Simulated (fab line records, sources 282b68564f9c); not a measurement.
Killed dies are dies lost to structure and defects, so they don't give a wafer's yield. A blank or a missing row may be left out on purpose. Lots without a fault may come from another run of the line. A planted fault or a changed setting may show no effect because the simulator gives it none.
Which tool did it? | flow rit_cmos | 13 lots, 39 wafers sampled, at 5 steps of a route of 202

WHAT THE GAUGES READ, wafer by wafer
RIT_FOX1_THK_MEAS_01. Usual: FOX1_OXIDE_THK 348 nm, standard deviation 5.8.
lot  | measured    | on            | FOX1_OXIDE_THK (nm) | flag
L634 | day 1 18:35 | film_metro-02 | 339 341 340         |
L635 | day 1 23:55 | film_metro-01 | 360 359 355         |
L636 | day 2 03:52 | film_metro-01 | 352 348 353         |
L637 | day 2 09:29 | film_metro-02 | 345 347 341         |
L642 | day 3 09:44 | film_metro-01 | 224 229 223         | OFF
L645 | day 4 00:24 | film_metro-02 | 217 214 215         | OFF
L646 | day 4 08:02 | film_metro-03 | 352 349 347         |
L648 | day 4 15:52 | film_metro-02 | 348 350 351         |
L650 | day 5 02:35 | film_metro-01 | 348 350 348         |
L653 | day 5 17:19 | film_metro-01 | 352 351 347         |
L655 | day 6 04:32 | film_metro-02 | 331 336 340         |
L656 | day 6 09:23 | film_metro-02 | 352 354 353         |
L657 | day 6 13:32 | film_metro-03 | 356 355 358         |

RIT_FOX2_THK_MEAS_91. Usual: FIELD_OXIDE_LEFT_2_THK 254 nm, standard deviation 5.6.
lot  | measured    | on            | FIELD_OXIDE_LEFT_2_THK (nm) | flag
L634 | day 2 09:37 | film_metro-01 | 265 265 264                 |
L635 | day 2 15:25 | film_metro-04 | 251 248 246                 |
L636 | day 2 19:35 | film_metro-02 | 254 247 249                 |
L637 | day 3 00:48 | film_metro-02 | 253 252 253                 |
L642 | day 4 01:25 | film_metro-01 | 246 250 246                 |
L645 | day 4 17:34 | film_metro-02 | 257 259 262                 |
L646 | day 5 00:42 | film_metro-02 | 252 254 249                 |
L648 | day 5 07:19 | film_metro-04 | 252 251 255                 |
L650 | day 5 19:45 | film_metro-04 | 255 257 254                 |
L653 | day 6 08:08 | film_metro-01 | 255 256 260                 |
L655 | day 6 20:14 | film_metro-02 | 250 256 257                 |
L656 | day 7 01:19 | film_metro-02 | 256 253 253                 |
L657 | day 7 06:55 | film_metro-02 | 259 255 253                 |

RIT_REOX_THK_MEAS_04. Usual: REOX_OXIDE_THK 25.0 nm, standard deviation 0.38.
lot  | measured    | on            | REOX_OXIDE_THK (nm) | flag
L634 | day 2 19:13 | film_metro-03 | 25.0 25.2 25.3      |
L635 | day 3 02:50 | film_metro-01 | 24.9 24.8 25.2      |
L636 | day 3 05:23 | film_metro-04 | 24.9 25.6 25.6      |
L637 | day 3 08:29 | film_metro-04 | 24.8 25.0 25.1      |
L642 | day 4 14:28 | film_metro-03 | 25.1 24.5 24.4      |
L645 | day 5 05:50 | film_metro-04 | 25.5 25.4 25.6      |
L646 | day 5 11:34 | film_metro-03 | 25.3 25.7 25.2      |
L648 | day 5 15:05 | film_metro-03 | 25.3 24.7 24.5      |
L650 | day 6 06:54 | film_metro-01 | 25.2 25.0 25.0      |
L653 | day 6 16:15 | film_metro-01 | 24.8 24.9 24.9      |
L655 | day 7 07:20 | film_metro-03 | 24.8 25.4 25.5      |
L656 | day 7 12:05 | film_metro-04 | 24.7 25.2 24.3      |
L657 | day 7 15:46 | film_metro-01 | 25.6 25.5 25.7      |

WHICH TOOL RAN EACH LOT (tool, then ch and the chambers of the sampled wafers, then the start)
lot  | RIT_ACTIVE_STRIP_14                 | RIT_FOX1_OXIDATION_00
L634 | plasma_asher-02 ch 0,1, day 1 15:00 | furnace-04 ch 0, day 1 17:15
L635 | plasma_asher-04 ch 0,1, day 1 20:12 | furnace-04 ch 0, day 1 22:37
L636 | plasma_asher-02 ch 0,1, day 2 01:49 | furnace-04 ch 0, day 2 02:34
L637 | plasma_asher-04 ch 1, day 2 05:59   | furnace-04 ch 0, day 2 08:10
L642 | plasma_asher-04 ch 0,1, day 3 06:58 | furnace-03 ch 0, day 3 08:26
L645 | plasma_asher-02 ch 0,1, day 3 21:58 | furnace-03 ch 0, day 3 23:05
L646 | plasma_asher-02 ch 0,1, day 4 02:58 | furnace-01 ch 0, day 4 06:42
L648 | plasma_asher-04 ch 0,1, day 4 12:50 | furnace-01 ch 0, day 4 14:33
L650 | plasma_asher-04 ch 0,1, day 4 23:25 | furnace-04 ch 0, day 5 01:16
L653 | plasma_asher-04 ch 0,1, day 5 14:02 | furnace-01 ch 0, day 5 15:58
L655 | plasma_asher-02 ch 0,1, day 5 23:52 | furnace-01 ch 0, day 6 03:13
L656 | plasma_asher-02 ch 0,1, day 6 07:24 | furnace-01 ch 0, day 6 08:04
L657 | plasma_asher-03 ch 0, day 6 11:32   | furnace-03 ch 0, day 6 12:13
- RIT_ACTIVE_STRIP_14: strips in O2, time 180 s.
- RIT_FOX1_OXIDATION_00: target thk 350.7 nm, ox time 1130 s.

WHAT THE TOOLS THEMSELVES READ (means of the sampled wafers that have a number; where no wafer has one, the mark that the record gives instead)
RIT_ACTIVE_STRIP_14. Usual: drypump_motor_current_A 5.78 A, standard deviation 0.3.
lot  | tool            | drypump_motor_current_A (A) | flag
L634 | plasma_asher-02 | 5.76                        |
L635 | plasma_asher-04 | 5.94                        |
L636 | plasma_asher-02 | 5.75                        |
L637 | plasma_asher-04 | 5.75                        |
L642 | plasma_asher-04 | 5.83                        |
L645 | plasma_asher-02 | 5.74                        |
L646 | plasma_asher-02 | 5.71                        |
L648 | plasma_asher-04 | 5.95                        |
L650 | plasma_asher-04 | 5.93                        |
L653 | plasma_asher-04 | 5.85                        |
L655 | plasma_asher-02 | 5.77                        |
L656 | plasma_asher-02 | 5.74                        |
L657 | plasma_asher-03 | 6.37                        |

THE ANSWER, worked out from the rows above alone
Rule: a lot is off if the mean of its wafers that have a number lies more than 3 standard deviations from the usual mean. A lot without any number at a reading at which 4 lots or more have one is off too. The other lots that the step has rows for count as sound. The gauges are gone through in route order, then the tools' own readings, and for those a lot's mean is taken as printed above. The first step at which some lot is off is used, and at that step the reading that is off furthest; a lot without a number counts as furthest.
Off: L642, L645, at RIT_FOX1_THK_MEAS_01 (FOX1_OXIDE_THK).
A tool fits if, at a process step before that reading, it ran every lot that is off, and no sound lot after the first of them. The gauges at RIT_FOX1_THK_MEAS_01 are tried like those tools. None of those tried fits.

WHAT THE SIMULATOR HAD PUT IN
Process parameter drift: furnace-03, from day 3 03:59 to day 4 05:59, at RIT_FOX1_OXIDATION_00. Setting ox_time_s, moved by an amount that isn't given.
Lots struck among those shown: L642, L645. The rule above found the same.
